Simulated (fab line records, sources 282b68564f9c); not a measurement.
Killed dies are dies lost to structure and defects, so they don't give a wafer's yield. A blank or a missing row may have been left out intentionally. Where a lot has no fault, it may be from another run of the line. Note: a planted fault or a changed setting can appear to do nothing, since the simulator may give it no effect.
2 desks, one fault | flow ritCmos | every desk sees just its own numbers, and what lay behind them comes last

THE TOOL OWNER'S DESK: implanter-04
The tool's own readings at RIT_PWELL_IMPLANT_08, given as means over the sampled wafers that have a number, one for each lot that went through this tool. A lot is out of limits, marked OUT, if its mean lies more than 4 standard deviations from the usual mean; the brackets give that distance.
Columns: A = beamOnS at RIT_PWELL_IMPLANT_08, usual 9.97 s; B = faradayCurrentUA at RIT_PWELL_IMPLANT_08, usual 223
lot  | first seen here | A               | B
L345 | day 3 05:58     | 9.86            | 225
L346 | day 3 10:08     | 9.02 (-4.3) OUT | 247 (+5.0) OUT
L348 | day 3 21:44     | 8.84 (-5.1) OUT | 252 (+6.1) OUT
L362 | day 6 21:44     | 9.69            | 228
This desk finds L346, L348 out of limits, L346 being first, at day 3 10:08 (beamOnS at RIT_PWELL_IMPLANT_08). Within limits: L345, L362.

FROM THE METROLOGY DESK
Lot by lot, what the gauges showed, no matter which tool ran the lot: averages of those sampled wafers that carry a number. A lot is out of limits, marked OUT, if its mean lies more than 4 standard deviations from the usual mean; the brackets give that distance.
Columns: A = PWELL_RS at RIT_WELLDRIVE_RS_MEAS_02, usual 429.3 ohm/sq
lot  | first seen here | A
L339 | day 2 07:00     | 430.3
L340 | day 2 12:45     | 428.9
L341 | day 2 15:41     | 428.9
L345 | day 3 11:55     | 428.8
L346 | day 3 15:54     | 460.6 (+28) OUT
L348 | day 4 03:33     | 462.1 (+30) OUT
L350 | day 4 13:29     | 430.6
L351 | day 4 18:01     | 429.6
L352 | day 4 21:08     | 428.5
L353 | day 5 03:55     | 431.0
L356 | day 5 19:37     | 429.3
L358 | day 6 13:21     | 428.3
L360 | day 6 18:35     | 427.6
L362 | day 7 03:20     | 429.4
This desk reports L346, L348 out of limits; the earliest was L346 at day 3 15:54 (PWELL_RS at RIT_WELLDRIVE_RS_MEAS_02). Within limits: L339, L340, L341, L345, L350, L351, L352, L353, L356, L358, L360, L362.

PUT TOGETHER
At day 3 10:08, on L346, L348, the tool owner's desk was in a position to raise an alarm.
Metrology desk: alarm possible at day 3 15:54 on L346, L348.
The lots listed all ran RIT_PWELL_IMPLANT_08 on implanter-04.

WHAT THE SIMULATOR HAD PUT IN
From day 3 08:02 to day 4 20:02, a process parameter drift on implanter-04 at RIT_PWELL_IMPLANT_08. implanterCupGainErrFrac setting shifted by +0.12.
Shown lots that were struck: L346, L348.
Delay (hours) between the fault's onset and each desk's first out-of-limits reading: 2 at the tool owner's desk, 8 at the metrology desk.
